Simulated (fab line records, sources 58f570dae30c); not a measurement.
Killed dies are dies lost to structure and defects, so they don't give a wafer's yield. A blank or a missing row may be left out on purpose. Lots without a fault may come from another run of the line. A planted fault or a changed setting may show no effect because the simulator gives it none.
Tool commonality check | flow berkeley_cmos170 | 14 lots, 42 wafers sampled

WHY IT WAS OPENED
At UCB170_SDANNEAL_RS_MEAS_04 the reading PLDD_RS is flagged on 2 of 14 lots. Wafers without a fault read 1031.0 ohm/sq, standard deviation 2.6.
Rule: a lot is flagged when every wafer of it that has a number lies more than 4 standard deviations from that mean, or none has a number. The other lots count as sound.

lot  | measured     | on            | PLDD_RS (ohm/sq), wafer by wafer | flag
L292 | day 7 08:40  | film_metro-01 | 1032.6 1027.0 1028.5             |
L291 | day 7 10:32  | film_metro-01 | 1028.4 1026.8 1031.4             |
L293 | day 8 03:36  | film_metro-03 | 1030.2 1026.4 1029.8             |
L295 | day 8 12:15  | film_metro-02 | 1032.8 1030.3 1030.9             |
L299 | day 8 16:43  | film_metro-02 | 1031.5 1031.3 1029.0             |
L296 | day 8 16:55  | film_metro-03 | 1030.0 1029.5 1029.1             |
L294 | day 8 17:16  | film_metro-02 | 1028.3 1032.0 1029.2             |
L300 | day 9 07:27  | film_metro-02 | 1091.5 1094.6 1095.8             | FLAGGED
L298 | day 9 07:40  | film_metro-01 | 1089.2 1087.0 1085.3             | FLAGGED
L303 | day 10 14:18 | film_metro-02 | 1036.5 1036.4 1035.8             |
L307 | day 10 19:23 | film_metro-03 | 1028.6 1031.9 1031.3             |
L309 | day 11 05:35 | film_metro-02 | 1032.3 1031.2 1032.8             |
L311 | day 11 13:34 | film_metro-01 | 1034.8 1031.9 1033.3             |
L310 | day 11 14:11 | film_metro-01 | 1028.1 1030.3 1029.9             |
The numbers of the flagged lots are 1090.6 ohm/sq on average: +59.6 ohm/sq against the usual, or +23 standard deviations.

WHICH TOOL RAN EACH LOT
The record holds 2 process steps before the reading, out of a route of 331 steps. In each cell: the tool, then ch and the chambers that the sampled wafers went through, then the start.
lot  | flag    | UCB170_PLDD_STRIP_10                 | UCB170_SPACER_ANNEAL_02
L292 |         | plasma_asher-03 ch 0,1, day 6 19:55  | furnace-04 ch 0, day 7 01:02
L291 |         | plasma_asher-03 ch 0,1, day 6 20:32  | furnace-04 ch 0, day 7 01:02
L293 |         | plasma_asher-03 ch 0,1, day 7 14:14  | furnace-01 ch 0, day 7 19:32
L295 |         | plasma_asher-03 ch 0,1, day 7 20:32  | furnace-03 ch 0, day 8 02:33
L299 |         | plasma_asher-04 ch 0,1, day 8 02:47  | furnace-01 ch 0, day 8 10:13
L296 |         | plasma_asher-04 ch 0,1, day 8 03:58  | furnace-01 ch 0, day 8 10:13
L294 |         | plasma_asher-03 ch 0,1, day 8 03:17  | furnace-01 ch 0, day 8 10:13
L300 | FLAGGED | plasma_asher-02 ch 0,1, day 8 19:40  | furnace-01 ch 0, day 9 01:09
L298 | FLAGGED | plasma_asher-03 ch 0,1, day 8 19:58  | furnace-01 ch 0, day 9 01:09
L303 |         | plasma_asher-02 ch 0,1, day 9 23:11  | furnace-03 ch 0, day 10 03:43
L307 |         | plasma_asher-04 ch 0,1, day 10 05:19 | furnace-03 ch 0, day 10 10:23
L309 |         | plasma_asher-02 ch 0,1, day 10 15:40 | furnace-04 ch 0, day 10 22:16
L311 |         | plasma_asher-03 ch 0,1, day 11 00:54 | furnace-04 ch 0, day 11 06:26
L310 |         | plasma_asher-02 ch 0,1, day 11 01:27 | furnace-04 ch 0, day 11 06:26
What these steps do:
- UCB170_PLDD_STRIP_10: strips in O2.
- UCB170_SPACER_ANNEAL_02: time 1800 s.
- UCB170_SDANNEAL_RS_MEAS_04: measures by four-point-probe.

FLAGGED OVER TOTAL, TOOL BY TOOL (the gauges that took the reading come last)
step                       | tool            | lots run | flagged | share of the flagged lots | sound lots run after its first flagged lot
UCB170_PLDD_STRIP_10       | plasma_asher-02 | 4        | 1       | some                      | 3 (L303,L309,L310)
UCB170_PLDD_STRIP_10       | plasma_asher-03 | 7        | 1       | some                      | 1 (L311)
UCB170_PLDD_STRIP_10       | plasma_asher-04 | 3        | 0       | none                      | -
UCB170_SPACER_ANNEAL_02    | furnace-01      | 6        | 2       | all                       | 0
UCB170_SPACER_ANNEAL_02    | furnace-03      | 3        | 0       | none                      | -
UCB170_SPACER_ANNEAL_02    | furnace-04      | 5        | 0       | none                      | -
UCB170_SDANNEAL_RS_MEAS_04 | film_metro-01   | 5        | 1       | some                      | 2 (L311,L310)
UCB170_SDANNEAL_RS_MEAS_04 | film_metro-02   | 6        | 1       | some                      | 2 (L303,L309)
UCB170_SDANNEAL_RS_MEAS_04 | film_metro-03   | 3        | 0       | none                      | -

WHAT THE TABLE ALLOWS
1 row of the table ran every flagged lot: furnace-01 at UCB170_SPACER_ANNEAL_02.
- furnace-01 at UCB170_SPACER_ANNEAL_02: 2 of its 6 lots flagged. Its last sound lot is L294 (day 8 10:13), its first flagged lot L298 (day 9 01:09): a fault that began between those two fits. Its own readings lie more than 4 standard deviations out on every wafer of the flagged lots: spike_tc_centre_C, spike_tc_load_C, spike_tc_source_C, tube_center_temp_C, tube_center_temp_C_max.
One tool is left: furnace-01 at UCB170_SPACER_ANNEAL_02.

WHAT THE SIMULATOR HAD PUT IN
Process parameter drift: furnace-01, from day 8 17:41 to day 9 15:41, at UCB170_SPACER_ANNEAL_02. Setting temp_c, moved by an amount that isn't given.
Lots struck among those shown: L300, L298. The rule above found the same.
